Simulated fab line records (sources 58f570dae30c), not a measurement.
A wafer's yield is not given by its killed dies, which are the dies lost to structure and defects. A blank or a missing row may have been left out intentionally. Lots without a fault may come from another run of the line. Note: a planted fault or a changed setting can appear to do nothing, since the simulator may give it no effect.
Struck lot and sound lot, side by side / flow berkeley-cmos170 / 29 out of 331 route steps
Sound: these wafers, L997.1, L997.2, L997.5. The struck wafers were L107.1, L107.3, L107.5. The cause is named last.
At each step with rows: each side's tool, then ch and its chambers, then its first start. Under that, the readings that differ: sound wafers / struck wafers / difference of the means / sigmas: that difference in standard deviations of wafers without a fault.
alike: words and numbers the same on both sides, and readings whose means are apart by under 2 such deviations; not compared: readings that were withheld, readings missing a value for some wafer, numbers with overlapping values and no deviation given by the record, and bounds like >300 which may hide the same value.
A row with sigmas, a row that says differs or no value, or rows on one side alone: a step with any of these is where the two part. Numbers that have no deviation but don't overlap get no sigmas and don't part them. A reading missing from all wafers of one side parts the sides only when that side holds two or more wafers.

first, 6 steps without rows for these wafers: UCB170_M2_COAT_09; UCB170_M2_COAT_10 (resist thk 900 nm); UCB170_M2_SOFTBAKE_11 (time 60 s); UCB170_M2_EXPOSE_12 (exposes mask METAL2, target cd 700 nm); UCB170_M2_PEB_13; UCB170_M2_DEVELOP_14 (develop time 45 s).
UCB170_M2_CD_MEAS_15: target cd 700 nm.
  sound on cd-sem-01 at day 9 12:04; struck on cd-sem-02 at day 11 17:59
  alike: cd-nm
UCB170_M2_OVL_MEAS_16:
  sound on overlay-02 at day 9 12:11; struck on overlay-02 at day 11 18:07
  alike: M2_OVL
UCB170_M2_ETCH_17: etches BARC in N2/H2.
  sound on rie-diel-01 ch 1,2,3, day 9 12:14; struck on rie-diel-03 ch 0,1, day 11 18:09
  alike: chamber-pressure-mTorr, drypump-motor-current-A, oes-product-au, throttle-valve-pct
UCB170_M2_METAL_ETCH_18: etches Al in Cl2/BCl3, stops on SiO2, target depth 1170 nm, time 195 s.
  sound on rie-metal-04 ch 0,1, day 9 12:16; struck on rie-metal-04 ch 0, day 11 18:11
  alike: chamber-pressure-mTorr, drypump-motor-current-A, he-backside-leak-sccm, oes-product-au, throttle-valve-pct
  not compared: rf-hours-counter-h
UCB170_M2_STRIP_19: strips in O2.
  sound on plasma-asher-01 ch 0,1, day 9 12:28; struck on plasma-asher-03 ch 0, day 11 18:34
reading=drypump-motor-current-A (A); sound=6.3 6.1 6.1; struck=5.2 5.2 5.2; difference=-1.0; sigmas=-2
  alike: chamber-pressure-mTorr, oes-product-au
  not compared: rf-hours-counter-h
UCB170_M2_CD_MEAS_90: target cd 700 nm.
  sound on cd-sem-02 at day 9 12:34; struck on cd-sem-01 at day 11 18:40
  alike: cd-nm
UCB170_V2_CVD_00: deposits SiO2 from TEOS/O2, target thk 2000 nm, time 250 s.
  sound on pecvd-04 ch 0,2, day 9 12:41; struck on pecvd-01 ch 1,2, day 11 18:47
  alike: heater-power-w
UCB170_V2_THK_MEAS_01:
  sound on film-metro-03 at day 9 12:55; struck on film-metro-03 at day 11 18:56
reading=V2_TEOS_THK (nm); sound=1981 1973 2042; struck=1772 1779 1813; difference=-211; sigmas=-9
UCB170_V2_CMP_02: polishes SiO2.
  sound on cmp-01 ch 0,1,3, day 9 12:58; struck on cmp-01 ch 1,2,3, day 11 19:03
  alike: motor-current-A
UCB170_V2_BOW_MEAS_03:
  sound on film-metro-03 at day 9 13:16; struck on film-metro-04 at day 11 19:18
  alike: V2_BOW
UCB170_V2_THK_MEAS_04:
  sound on film-metro-03 at day 9 13:23; struck on film-metro-04 at day 11 19:25
reading=V2_POLISHED_THK (nm); sound=1000.4 1000.7 999.5; struck=773.3 773.6 770.5; difference=-227.7; sigmas=-99 or more
then, 7 steps without rows for these wafers: UCB170_V2_CLEAN_05 (cleans in DIW); UCB170_V2_HMDS_06 (prime time 60 s); UCB170_V2_COAT_07 (resist thk 900 nm); UCB170_V2_SOFTBAKE_08 (time 60 s); UCB170_V2_EXPOSE_09 (exposes mask VIA2, target cd 700 nm); UCB170_V2_PEB_10; UCB170_V2_DEVELOP_11 (develop time 45 s).
UCB170_V2_CD_MEAS_12: target cd 700 nm.
  sound on cd-sem-02 at day 9 14:44; struck on cd-sem-01 at day 11 20:41
  alike: cd-nm
UCB170_V2_OVL_MEAS_13:
  sound on overlay-01 at day 9 14:51; struck on overlay-01 at day 11 20:49
  alike: V2_OVL
UCB170_V2_ETCH_14: etches SiO2 in CHF3/CF4/Ar, stops on Al, target depth 1250 nm, time 291 s.
  sound on rie-diel-02 ch 2,3, day 9 14:53; struck on rie-diel-01 ch 0,1,3, day 11 20:51
reading=oes-product-au (a.u.); sound=0.860 0.879 0.864; struck=0.744 0.754 0.753; difference=-0.117; sigmas=-15
  alike: CHF3_flow_sccm, chamber-pressure-mTorr, drypump-motor-current-A, throttle-valve-pct
  not compared: rf-hours-counter-h
UCB170_V2_STRIP_15: strips in O2.
  sound on plasma-asher-03 ch 0,1, day 9 15:04; struck on plasma-asher-01 ch 1, day 11 21:02
reading=drypump-motor-current-A (A); sound=5.2 5.3 5.2; struck=6.4 6.4 6.4; difference=+1.2; sigmas=+2
  alike: chamber-pressure-mTorr, oes-product-au, strip-time-to-endpoint-s
  not compared: rf-hours-counter-h
UCB170_M3_PROBE_99:
  only the struck wafers here have rows in the record (prober-01, day 11 23:59); the sound ones have none

## WHERE THEY PART
At UCB170_M2_STRIP_19 first; at UCB170_M3_PROBE_99 last (within this record only).

WHY: what the simulator had put in
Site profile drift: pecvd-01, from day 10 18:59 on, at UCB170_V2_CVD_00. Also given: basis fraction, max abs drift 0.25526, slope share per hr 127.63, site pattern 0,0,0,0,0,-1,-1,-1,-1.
